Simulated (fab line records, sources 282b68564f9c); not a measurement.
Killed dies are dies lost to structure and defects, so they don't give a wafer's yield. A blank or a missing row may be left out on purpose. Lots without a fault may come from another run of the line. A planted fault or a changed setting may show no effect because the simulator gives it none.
Chamber matching | flow rit_cmos | RIT_GATE_ETCH_19 on rie_si-02: 4 sister chambers
The step etches poly-Si in SF6/CHF3/O2, stops on SiO2, time 165 s, target depth 312.5 nm. 4 wafers are shown with their chamber, then 7 later ones without.

WAFERS WITH THEIR CHAMBER
wafer  | chamber | throttle_valve_pct (%)
L819.6 | 0       | 10.48
L821.5 | 2       | 10.09
L821.6 | 1       | 10.34
L823.1 | 3       | 10.45

WAFERS WITHOUT THEIR CHAMBER
wafer  | throttle_valve_pct (%)
L823.2 | 10.34
L823.6 | 10.51
L827.1 | 10.09
L827.3 | 10.33
L829.1 | 10.44
L829.2 | 10.09
L829.5 | 10.43

WHICH CHAMBER EACH WENT THROUGH
wafer  | from the rows above | in truth
L823.2 | 1                   | 1
L823.6 | 0                   | 0
L827.1 | 2                   | 2
L827.3 | 1                   | 1
L829.1 | 3                   | 3
L829.2 | 2                   | 2
L829.5 | 3                   | 3
Placed correctly: 7 of 7. Can't be placed from these rows: 0. Placed wrongly: 0.
How it was worked out, from the rows above alone: a wafer's distance from a chamber is the root of the sum, over the readings, of the square of ((its reading less the chamber's mean) divided by the reading's scatter). The wafer belongs to the nearest chamber; if the next one is less than 2 further off, it can't be placed. A chamber's mean is the mean of its shown wafers. The scatter: with one shown wafer a chamber, the root of the mean of the squares of how far each hidden wafer lies from its nearest shown one.
